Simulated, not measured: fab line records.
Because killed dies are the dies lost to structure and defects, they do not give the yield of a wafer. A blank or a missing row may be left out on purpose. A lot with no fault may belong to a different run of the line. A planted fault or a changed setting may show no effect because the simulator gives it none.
Commonality check across tools	flow rit cmos	45 wafers sampled across 15 lots

REASON IT WAS OPENED
At RIT_FOX2_THK_MEAS_91 the reading FIELD_OXIDE_LEFT_2_THK is flagged on 3 of 15 lots. Fault-free wafers read 254 nm, with a standard deviation of 6.8.
Rule: a lot gets a flag if all its wafers with a number sit over 4 standard deviations from that mean, or if no wafer of it has a number. All remaining lots are regarded as sound.

lot	measured	on	FIELD_OXIDE_LEFT_2_THK (nm), wafer by wafer	flag
L919	day 2 08:31	film metro-04	261 258 254	
L920	day 2 13:31	film metro-03	246 261 250	
L921	day 2 21:26	film metro-04	246 245 246	
L923	day 3 06:27	film metro-04	253 253 258	
L926	day 4 01:08	film metro-01	248 246 245	
L929	day 4 12:24	film metro-01	255 255 254	
L933	day 5 07:12	film metro-04	271 269 270	
L934	day 5 12:07	film metro-01	253 250 242	
L936	day 5 23:26	film metro-01	253 255 252	
L937	day 6 04:19	film metro-03	320 326 318	FLAGGED
L938	day 6 11:20	film metro-04	313 314 308	FLAGGED
L939	day 6 12:37	film metro-04	313 316 314	FLAGGED
L940	day 6 17:27	film metro-04	255 256 258	
L941	day 6 22:49	film metro-01	257 259 260	
L942	day 7 06:53	film metro-03	256 259 261	
On average the flagged lots' numbers are 316 nm, which is +62 nm against the usual, or +9 standard deviations.

EACH LOT AND THE TOOL IT RAN ON
The record holds 1 process step before the reading, out of a route of 202 steps. Every cell lists first the tool, next ch and the chambers used by the sampled wafers, and last the start.
lot	flag	RIT_GATE_WET_ETCH_00
L919		wet bench-02 ch 3, day 2 08:04
L920		wet bench-04 ch 2, day 2 13:05
L921		wet bench-03 ch 1, day 2 20:59
L923		wet bench-02 ch 3, day 3 06:01
L926		wet bench-03 ch 2, day 4 00:41
L929		wet bench-04 ch 0, day 4 11:56
L933		wet bench-04 ch 3, day 5 06:47
L934		wet bench-04 ch 0, day 5 11:41
L936		wet bench-03 ch 1, day 5 23:00
L937	FLAGGED	wet bench-04 ch 0, day 6 03:54
L938	FLAGGED	wet bench-03 ch 3, day 6 10:53
L939	FLAGGED	wet bench-03 ch 1, day 6 12:11
L940		wet bench-04 ch 2, day 6 17:02
L941		wet bench-03 ch 0, day 6 22:23
L942		wet bench-02 ch 2, day 7 06:26
What these steps do:
- RIT_GATE_WET_ETCH_00: etches SiO2 in BOE, target depth 56 nm, time 60 s.
- RIT_FOX2_THK_MEAS_91

FLAGGED OVER TOTAL, TOOL BY TOOL (the gauges that took the reading come last)
step	tool	lots run	flagged	share of the flagged lots	sound lots run after its first flagged lot
RIT_GATE_WET_ETCH_00	wet bench-02	3	0	none	-
RIT_GATE_WET_ETCH_00	wet bench-03	6	2	some	1 (L941)
RIT_GATE_WET_ETCH_00	wet bench-04	6	1	some	1 (L940)
RIT_FOX2_THK_MEAS_91	film metro-01	5	0	none	-
RIT_FOX2_THK_MEAS_91	film metro-03	3	1	some	1 (L942)
RIT_FOX2_THK_MEAS_91	film metro-04	7	2	some	1 (L940)

WHAT THE TABLE ALLOWS
No row of the table ran every flagged lot.

WHAT HAD BEEN PUT IN BY THE SIMULATOR
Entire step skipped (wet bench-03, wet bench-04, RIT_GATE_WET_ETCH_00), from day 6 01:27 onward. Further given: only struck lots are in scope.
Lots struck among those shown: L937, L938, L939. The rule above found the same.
